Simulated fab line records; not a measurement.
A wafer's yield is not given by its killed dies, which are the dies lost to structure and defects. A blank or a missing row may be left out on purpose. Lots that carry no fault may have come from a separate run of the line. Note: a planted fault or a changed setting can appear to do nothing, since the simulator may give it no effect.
A lot that was struck, set against a sound lot	flow berkeleyCmos170	15 steps out of a route of 331
Sound: the wafers L109.2, L109.3, L109.5. Wafers struck: L121.2, L121.4, L121.6. Last of all comes the cause.
At each step with rows: each side's tool, then ch and its chambers, then its first start. Under that, the readings that differ: sound wafers	struck wafers	difference of the means	sigmas: that difference in standard deviations of wafers without a fault.
alike: same words and numbers on both sides, and readings whose means sit less than 2 such deviations apart. not compared: any withheld reading, any reading some wafer has no value for, any bound like >300 that may hide the same value, and any number with overlapping values for which the record gives no deviation.
A row with sigmas, a row that says differs or no value, or rows on one side alone: a step with any of these is where the two part. Non-overlapping numbers with no deviation appear without sigmas and do not part them. Lack of a reading on every wafer of one side parts them only where that side has two or more wafers.

UCB170_PLDD_STRIP_10: strips in O2.
  sound on plasmaAsher-01 ch 0, day 7 18:50; struck on plasmaAsher-01 ch 0,1, day 10 10:22
  alike: drypumpMotorCurrentA, oesProductAu, stripTimeToEndpointS
  not compared: rfHoursCounterH
UCB170_PLDD_TW_MEAS_11:
  sound on filmMetro-01, day 7 18:56; struck on filmMetro-04, day 10 10:29
  alike: PLDD_TW
then, 7 steps without rows for these wafers: UCB170_PLDD_CLEAN_12 (cleans in SPM, time 600 s); UCB170_NLDD_HMDS_00 (prime time 60 s); UCB170_NLDD_COAT_01 (resist thk 900 nm); UCB170_NLDD_SOFTBAKE_02 (time 60 s); UCB170_NLDD_EXPOSE_03 (exposes mask NSELECT, target cd 1200 nm); UCB170_NLDD_PEB_04; UCB170_NLDD_DEVELOP_05 (develop time 45 s).
UCB170_NLDD_CD_MEAS_06 targets a cd of 1200 nm.
  sound on cdSem-02, day 7 20:13; struck on cdSem-01, day 10 12:01
  alike: cdNm
UCB170_NLDD_OVL_MEAS_07:
  sound on overlay-01, day 7 20:19; struck on overlay-01, day 10 12:07
  alike: NLDD_OVL
following that, these wafers have no rows for 1 step: UCB170_NLDD_IMPLANT_08.
UCB170_NLDD_IMPLANT_09:
  sound on implanter-03 ch 0, day 7 20:31; struck on implanter-04 ch 0, day 10 12:20
reading	sound	struck	difference	sigmas
beamEnergyKeV	29.995 29.997 29.996	27.978 27.982 27.982	-2.015	-99 or more
model.implant.rpNm (nm)	21.62 21.62 21.62	20.48 20.48 20.48	-1.14	
model.implant.drpNm (nm)	9.611 9.611 9.611	9.137 9.137 9.137	-0.474	
  alike: beamOnS, doseIonsCm2
UCB170_NLDD_STRIP_10: strips in O2.
  sound on plasmaAsher-01 ch 1, day 7 20:39; struck on plasmaAsher-02 ch 0,1, day 10 12:31
  alike: drypumpMotorCurrentA, oesProductAu, stripTimeToEndpointS
  not compared: rfHoursCounterH
UCB170_M3_PROBE_99:
  sound on prober-01, day 9 05:15; struck on prober-02, day 12 01:20
  not compared: model.etest.nldd.rsOhmSq

== WHERE THEY PART ==
At UCB170_NLDD_IMPLANT_09 and nowhere else, as far as this record goes. Later steps at which nothing parts them and some readings are alike: UCB170_NLDD_STRIP_10.

WHY: what had been put in by the simulator
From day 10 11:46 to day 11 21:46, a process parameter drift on implanter-04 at UCB170_NLDD_IMPLANT_09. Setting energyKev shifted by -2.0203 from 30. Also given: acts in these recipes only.
